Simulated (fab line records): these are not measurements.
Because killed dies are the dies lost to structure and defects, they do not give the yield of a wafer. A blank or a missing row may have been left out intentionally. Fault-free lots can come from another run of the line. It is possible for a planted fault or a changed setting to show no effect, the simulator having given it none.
fab line records	flow berkeley-cmos170
[record] lots = 6	wafers = 18	last-day = 12
route steps=331 shown GATE@129 PLDD@145 M3@331
lots that met no fault: taken from a fault-free run of the same line
start-h: hours from the record's first day to the start of the lot's first wafer shown	wait-h: time in hours since the lot's previous step	" as in the row above	L1.1+2: a row that stands for several wafers	- value missing, or start not given	* or withheld: withheld	< > ~ a bound
route shown NAME@n: a module of which the file shows steps, and the number in the route of the first	usual: average and standard deviation across the fault-free wafers	same: alike in all rows	chamber/n: place in a boat	sites: readings site by site	_std_site: standard deviation across them	_edge_site: mean of outer sites minus mean of inner sites	radius-mm: how far each site lies from the wafer's centre	mask NAME#n: copy n	behind: the last tool/chamber to shape the wafer	hold: why the lot was held/for how many hours/how that ended	device: which transistor (n, p or np) failed to switch	end of line: the tests these same wafers got at the end of their route	for a step that has no rows: nothing shown but its recipe	killed: dies lost to structure and defects at the first sort, not the wafer's yield	map: per-die view of a wafer (x killed, . not killed, _ where there is no die)
set.NAME: the setting as run; set.NAME@STEP: as run at that earlier step	model.NAME: the simulator's own value behind a step, which no gauge read
lots at selected steps of the route; one table per step, one row per wafer
services: a tool's chamber out of use, with start hour (start-h, from the record's first day; less than 0 if before it), hours out, and reason
[[steps]]
[step UCB170_GATE_ANNEAL_03]
[recipe] temp-c = 900	time-s = 1874	ambient = N2
[step UCB170_GATE_CVD_04]
[recipe] material = poly-Si	temp-c = 610	precursor = SiH4	time-s = 1440	pressure-mtorr = 375	target-thk-nm = 214	sih4-flow-sccm = 120
[step UCB170_GATE_THK_MEAS_05]
[recipe] reads = poly-Si_of_GATE_CVD_04
[usual] GATE_POLY_THK = 213.4/1.6
lot.wafer	tool	chamber	start-h	wait-h	GATE_POLY_THK[nm]
L988.1	film-metro-01	-	153.83	0.0	212.4
L988.2	"	-	"	"	211.9
L988.6	"	-	"	"	211.3
L986.1	film-metro-04	-	153.89	0.1	213.7
L986.4	"	-	"	"	213.8
L986.6	"	-	"	"	214.4
L995.1	film-metro-01	-	212.62	0.0	215.7
L995.3	"	-	"	"	215.6
L995.4	"	-	"	"	216.4
L999.2	film-metro-04	-	212.64	0.0	209.4
L999.3	"	-	"	"	210.0
L999.6	"	-	"	"	211.2
L997.3	film-metro-01	-	212.70	0.1	211.9
L997.5	"	-	"	"	210.1
L997.6	"	-	"	"	213.0
L107.3	film-metro-04	-	253.61	0.0	214.5
L107.5	"	-	"	"	212.7
L107.6	"	-	"	"	214.5
[step UCB170_GATE_COAT_06]
[recipe] resist = BARC	temp-c = withheld	time-s = withheld	spin-rpm = 3000	resist-thk-nm = withheld
[step UCB170_GATE_COAT_07]
[recipe] resist = KrF	spin-rpm = 1500	resist-thk-nm = 900
[step UCB170_GATE_SOFTBAKE_08]
[recipe] resist = KrF	temp-c = 130	time-s = 60
[step UCB170_GATE_EXPOSE_09]
[recipe] mask-id = POLY	target-cd-nm = 350	na = 0.5	sigma-outer = 0.6	source-shape = conventional	dose-mj = 21
[step UCB170_GATE_PEB_10]
[recipe] peb-temp-c = 130	peb-time-s = withheld	resist = KrF
[step UCB170_GATE_DEVELOP_11]
[recipe] developer = TMAH	develop-time-s = 45	resist = KrF	dev-temp-c = 21
[step UCB170_GATE_CD_MEAS_12]
[recipe] target-cd-nm = 350
[usual] cd-nm = 349.5/1.2
lot.wafer	tool	chamber	start-h	wait-h	cd-nm
L988.1	cd-sem-02	-	155.87	-	348.2
L988.2	"	-	"	"	348.9
L988.6	"	-	"	"	349.8
L986.1	cd-sem-01	-	156.14	-	348.4
L986.4	"	-	"	"	349.3
L986.6	"	-	"	"	348.7
L995.1	cd-sem-02	-	214.22	-	351.0
L995.3	"	-	"	"	352.2
L995.4	"	-	"	"	351.6
L999.2	cd-sem-01	-	214.52	-	349.0
L999.3	"	-	"	"	349.3
L999.6	"	-	"	"	349.4
L997.3	cd-sem-01	-	214.78	-	351.1
L997.5	"	-	"	"	349.5
L997.6	"	-	"	"	349.9
L107.3	cd-sem-02	-	255.65	-	348.8
L107.5	"	-	"	"	349.7
L107.6	"	-	"	"	349.2
[step UCB170_GATE_OVL_MEAS_13]
[usual] GATE_OVL = 0/5.7
lot.wafer	tool	chamber	start-h	wait-h	GATE_OVL[nm]
L988.1	overlay-01	-	155.99	0.1	-8
L988.2	"	-	"	"	-2
L988.6	"	-	"	"	-2
L986.1	overlay-01	-	156.26	0.1	-1
L986.4	"	-	"	"	-2
L986.6	"	-	"	"	-7
L995.1	overlay-01	-	214.34	0.1	-7
L995.3	"	-	"	"	1
L995.4	"	-	"	"	-4
L999.2	overlay-02	-	214.63	0.1	-2
L999.3	"	-	"	"	1
L999.6	"	-	"	"	0
L997.3	overlay-01	-	214.87	0.1	7
L997.5	"	-	"	"	9
L997.6	"	-	"	"	-1
L107.3	overlay-01	-	255.74	0.1	-3
L107.5	"	-	"	"	3
L107.6	"	-	"	"	-1
[step UCB170_GATE_ETCH_14]
[recipe] chemistry = N2/H2	target-depth-a = withheld	overetch-a = withheld	target = BARC	time-s = withheld	source-w = 500	bias-w = 100	pressure-mtorr = 30	n2-flow-sccm = 100	h2-flow-sccm = 200
[usual] drypump-motor-current-A = 5.8/0.51	oes-product-au = 1.000/0.019	throttle-valve-pct = 13.29/0.13
lot.wafer	tool	chamber	start-h	wait-h	drypump-motor-current-A	oes-product-au	throttle-valve-pct
L988.1	rie-diel-04	2	156.02	0.0	6.5	1.019	13.25
L988.2	"	1	"	"	6.1	0.991	13.31
L988.6	"	1	"	"	6.0	0.990	13.33
L986.1	rie-diel-04	0	156.30	0.0	6.1	1.020	13.17
L986.4	"	1	"	"	6.1	1.002	13.32
L986.6	"	0	"	"	6.1	1.024	13.18
L995.1	rie-diel-01	0	214.38	0.0	6.7	0.978	13.30
L995.3	"	3	"	"	5.4	1.001	13.27
L995.4	"	3	"	"	5.4	0.985	13.28
L999.2	rie-diel-02	3	214.66	0.0	5.3	0.991	13.38
L999.3	"	2	"	"	4.9	1.046	13.10
L999.6	"	1	"	"	5.5	0.996	13.04
L997.3	rie-diel-04	3	214.90	0.0	5.0	0.987	13.40
L997.5	"	0	"	"	6.1	1.025	13.19
L997.6	"	3	"	"	5.0	0.995	13.40
L107.3	rie-diel-02	2	255.76	0.0	4.9	1.047	13.11
L107.5	"	1	"	"	5.5	0.999	13.02
L107.6	"	2	"	"	4.9	1.052	13.10
[step UCB170_GATE_ETCH_15]
[recipe] chemistry = HBr/Cl2	target = poly-Si	stop-on = SiO2	over-etch-frac = 0.3	icp-w = 300	bias-w = 150	time-s = 56.3	pressure-mtorr = 15	HBr_flow_sccm = 150	Cl2_flow_sccm = 50	target-depth-a = 2782
[usual] HBr_flow_sccm = 150.0/0.44	drypump-motor-current-A = 5.8/0.4	mfc-cl2-sccm = 49.98/0.16	oes-product-au = 0.822/0.013	throttle-valve-pct = 26.61/0.29
lot.wafer	tool	chamber	start-h	wait-h	HBr_flow_sccm	drypump-motor-current-A	mfc-cl2-sccm	oes-product-au	rf-hours-counter-h	throttle-valve-pct	model.GATE.feature-depth-nm	model.etch.depth-nm	model.KrF_of_GATE_COAT_07.thk-nm
L988.1	rie-si-02	0	156.07	-	150.1	5.6	50.17	0.829	115	26.99	212.5	212.5	775.5
L988.2	"	2	"	"	149.3	6.1	50.03	0.824	0	26.61	211.9	211.9	776.6
L988.6	"	1	"	"	150.0	5.9	49.93	0.842	-	26.53	211.2	211.2	776.5
L986.1	rie-si-01	2	156.34	-	149.8	5.5	49.87	0.822	9	26.73	213.8	213.8	778.2
L986.4	"	1	"	"	150.5	5.9	50.01	0.824	1	26.17	213.8	213.8	773.7
L986.6	"	0	"	"	150.2	5.5	50.12	0.813	-	26.80	214.4	214.4	771.4
L995.1	rie-si-02	3	214.42	-	149.4	5.2	49.81	0.819	97	26.13	215.7	215.7	781.5
L995.3	"	1	"	"	149.7	5.9	50.07	0.853	2	26.52	215.6	215.5	778.8
L995.4	"	2	"	"	149.5	6.0	50.12	0.640	0	26.61	140.1	140.1	834
L999.2	rie-si-02	1	214.70	-	150.0	5.9	50.10	0.827	2	26.53	209.4	209.3	772.5
L999.3	"	2	"	"	149.9	6.0	49.83	0.646	1	26.59	141.8	141.8	823.6
L999.6	"	3	"	"	150.3	5.2	50.23	0.816	-	26.15	211.3	211.3	770.8
L997.3	rie-si-01	0	214.94	-	150.6	5.6	50.15	0.800	28	26.81	211.8	211.8	777.6
L997.5	"	0	"	"	150.0	5.6	49.95	0.801	-	26.80	210	210	778.6
L997.6	"	1	"	"	149.6	5.9	49.98	0.826	-	26.18	213.1	213.1	777.2
L107.3	rie-si-01	1	255.80	-	149.5	5.9	50.10	0.815	2	26.17	214.5	214.5	773.2
L107.5	"	3	"	"	151.0	6.7	50.16	0.803	-	26.86	212.8	212.7	774.4
L107.6	"	2	"	"	150.0	5.5	50.05	0.823	-	26.72	214.5	214.5	775.4
[step UCB170_GATE_STRIP_16]
[recipe] chemistry = O2	power-w = 400	pressure-mtorr = 3500	platen-temp-c = withheld	o2-flow-sccm = 400	overash-fraction = 0.5
[usual] drypump-motor-current-A = 5.9/0.49	oes-product-au = 0.724/0.0044
lot.wafer	tool	chamber	start-h	wait-h	drypump-motor-current-A	oes-product-au	rf-hours-counter-h
L988.1	plasma-asher-04	0	156.11	0.0	6.3	0.727	4
L988.2	"	1	"	"	5.7	0.725	4
L988.6	"	1	"	"	5.7	0.727	-
L986.1	plasma-asher-02	1	156.39	0.0	5.4	0.720	37
L986.4	"	0	"	"	5.2	0.713	-
L986.6	"	0	"	"	5.2	0.727	-
L995.1	plasma-asher-01	0	214.47	0.0	6.3	0.725	44
L995.3	"	1	"	"	6.4	0.719	-
L995.4	"	0	"	"	6.3	0.722	-
L999.2	plasma-asher-02	0	214.75	0.0	5.2	0.724	45
L999.3	"	1	"	"	5.4	0.726	-
L999.6	"	1	"	"	5.4	0.718	-
L997.3	plasma-asher-04	0	215.02	0.1	6.3	0.725	-
L997.5	"	0	"	"	6.3	0.728	-
L997.6	"	1	"	"	5.7	0.724	-
L107.3	plasma-asher-04	1	255.89	0.1	5.7	0.725	-
L107.5	"	0	"	"	6.3	0.723	-
L107.6	"	1	"	"	5.7	0.717	-
[step UCB170_GATE_CD_MEAS_90]
[recipe] target-cd-nm = 350
[usual] cd-nm = 349.6/1.3
lot.wafer	tool	chamber	start-h	wait-h	cd-nm
L988.1	cd-sem-02	-	156.23	0.1	348.6
L988.2	"	-	"	"	349.7
L988.6	"	-	"	"	351.1
L986.1	cd-sem-02	-	156.49	0.1	348.3
L986.4	"	-	"	"	349.5
L986.6	"	-	"	"	348.1
L995.1	cd-sem-02	-	214.66	0.2	350.4
L995.3	"	-	"	"	351.2
L995.4	"	-	"	"	351.1
L999.2	cd-sem-01	-	214.88	0.1	348.9
L999.3	"	-	"	"	350.7
L999.6	"	-	"	"	349.6
L997.3	cd-sem-02	-	215.13	0.1	350.5
L997.5	"	-	"	"	350.3
L997.6	"	-	"	"	349.7
L107.3	cd-sem-02	-	256.01	0.1	349.5
L107.5	"	-	"	"	349.4
L107.6	"	-	"	"	349.9
[step UCB170_GATE_CLEAN_17]
[recipe] chemistry = SPM	temp-c = 120	time-s = 600
[step UCB170_PLDD_HMDS_00]
[recipe] prime-time-s = 60	prime-temp-c = 100
lot.wafer	tool	chamber	start-h	wait-h
L986.1+4+6	litho-track-03	0	157.60	0.0
L988.1+2+6	litho-track-04	0	157.60	0.0
L995.1+3	litho-track-03	0	214.95	0.0
L999.2+6	litho-track-04	0	215.46	0.3
L997.3+5+6	litho-track-02	0	215.57	0.2
L107.3+5+6	litho-track-04	0	256.31	0.1
[step UCB170_PLDD_COAT_01]
[recipe] resist = KrF	spin-rpm = 1500	resist-thk-nm = 900
lot.wafer	tool	chamber	start-h	wait-h
L986.1+4+6	litho-track-03	0	157.75	0.1
L988.1+2+6	litho-track-04	0	157.75	0.1
L995.1+3	litho-track-03	0	215.10	0.1
L999.2+6	litho-track-04	0	215.61	0.1
L997.3+5+6	litho-track-02	0	215.72	0.1
L107.3+5+6	litho-track-04	0	256.46	0.1
[step UCB170_M3_PROBE_99]
lot.wafer	tool	chamber	start-h	wait-h	model.etest.antenna-poly.over-limit	model.etest.ppoly-line.short	model.etest.antenna-m3.short	model.etest.pmos-narrow.over-limit	model.etest.field-p.short	model.etest.pmos_0p35.short	model.etest.nmos_0p6.over-limit	model.etest.iso-nplus-nwell.short
L988.1+2+6	prober-01	-	196.19	0.1	0	0	0	0	0	0	0	0
L986.1+4+6	prober-01	-	200.85	0.3	0	0	0	0	0	0	0	0
L995.1+3	prober-01	-	257.53	0.1	0	0	0	0	0	0	0	0
L995.4	prober-01	-	257.68	0.2	1	1	1	1	1	1	1	1
L999.2+6	prober-02	-	259.49	0.1	0	0	0	0	0	0	0	0
L999.3	prober-02	-	259.54	0.2	1	1	1	1	1	1	1	1
L997.3+5+6	prober-02	-	260.09	0.2	0	0	0	0	0	0	0	0
L107.3+5+6	prober-02	-	299.59	0.2	0	0	0	0	0	0	0	0
// killed by level:class
L988.1 FIELD:geometric-particle:open=1 FIELD:geometric-particle:short=1 GATE:geometric-particle:open=1
L988.2 SACOX:geometric-particle:short=1 GATE:geometric-particle:open=1 SPACER:geometric-particle:short=1
L988.6 FIELD:geometric-particle:short=1 SCREENOX:geometric-particle:short=1 GATE:geometric-particle:short=1 SPACER:geometric-particle:open=1 SPACER:geometric-particle:short=1 V1:geometric-particle:short=1 M2:geometric-particle:short=1
L986.1 START:geometric-particle:short=1 GATE:geometric-particle:open=1 GATE:geometric-particle:short=1 V2:geometric-particle:short=1 ACTIVE:area-etch=1
L986.4 START:geometric-particle:open=1 M1:geometric-particle:short=1 M3:geometric-particle:open=1
L986.6 GATE:geometric-particle:short=1 GATE:geometric-particle:open=1 SPACER:geometric-particle:open=1 SPACER:geometric-particle:short=1 CONTACT:geometric-particle:open=1 M1:geometric-particle:short=1 V1:geometric-particle:open=1 M3:geometric-particle:short=1
L997.3 SPACER:geometric-particle:open=2 GATE:geometric-particle:open=1 CONTACT:geometric-particle:short=1 CONTACT:geometric-particle:open=1 M2:geometric-particle:short=1
L997.5 V1:geometric-particle:open=1 V2:geometric-particle:short=1
L997.6 SCREENOX:geometric-particle:short=1 GATE:geometric-particle:open=1 SPACER:geometric-particle:short=1 M1:geometric-particle:short=1 M2:geometric-particle:short=1
L107.3 M2:geometric-particle:short=1
L107.5 M2:geometric-particle:short=2 GATE:geometric-particle:open=1 SPACER:geometric-particle:short=1 SILICIDE:geometric-particle:open=1 SILICIDE:geometric-particle:short=1
L107.6 M2:geometric-particle:short=2 GATE:geometric-particle:short=1 SPACER:geometric-particle:open=1 CONTACT:geometric-particle:short=1
[[services]]
tool	chamber	start-h	hours	kind
rie-diel-01	0	134.77	4.5	repair
rie-si-01	-	135.61	2.8	pm
rie-diel-04	1	135.68	-	clean
rie-diel-04	1	135.68	13.8	scheduled-down
rie-diel-04	1	135.68	13.8	vent-cycle
rie-diel-02	3	136.24	-	clean
rie-diel-02	3	136.24	13.6	scheduled-down
rie-diel-02	3	136.24	13.6	vent-cycle
rie-diel-01	2	141.59	6.9	repair
rie-diel-04	3	149.47	-	clean
rie-diel-04	3	149.47	16.0	scheduled-down
rie-diel-04	3	149.47	16.0	vent-cycle
rie-diel-02	-	151.49	2.8	pm
rie-diel-04	-	188.78	0.4	repair
rie-si-01	-	189.70	0.6	repair
rie-si-02	0	194.35	-	clean
rie-si-02	0	194.35	17.4	scheduled-down
rie-si-02	0	194.35	17.4	vent-cycle
rie-si-02	1	199.54	8.5	repair
plasma-asher-01	-	205.16	2.2	repair
rie-diel-01	1	208.63	-	clean
rie-diel-01	1	208.63	17.4	scheduled-down
rie-diel-01	1	208.63	17.4	vent-cycle
rie-si-02	3	249.84	11.4	repair
[[key]]
[first-sign] step = UCB170_GATE_ETCH_15	reading = oes-product-au	direction = down	sigmas = 14	usual = 0.822	struck = 0.643
[effect] step = UCB170_PLDD_HMDS_00	reading = visit	direction = missing
[effect] step = UCB170_PLDD_COAT_01	reading = visit	direction = missing
[model-effect] step = UCB170_GATE_ETCH_15	value = GATE.feature-depth-nm	without = 213.3	struck = 141
[model-effect] step = UCB170_M3_PROBE_99	value = etest.antenna-poly.over-limit	without = 0	struck = 1
met-at UCB170_GATE_ETCH_15
struck-wafers L995.4,L999.3
later-rows-left-out L995.4,L999.3
sort-left-out L995.4,L999.3
tester-left-out L995,L999
onset-between 156.07 214.42
[fault] kind = process-parameter-drift	tool = rie-si-02	chamber = 2	onset-h = 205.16	steps = UCB170_GATE_ETCH_15	channel = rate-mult	offset = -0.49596	shape = step	end-h = 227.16
// tester-left-out: of these lots the tester's yield and bins aren't shown, on N5 and GAA mostly nor the transistor test; their killed dies are dies lost to structure and defects alone, not to doping, threshold or leakage, so they don't give the yield
// sort-left-out: the simulated sort isn't trusted on such a fault, so these wafers' sort isn't shown, and their yield isn't known
// later-rows-left-out: the simulator's readings of these wafers behind a module that went badly wrong aren't trusted and aren't shown, but for the sort
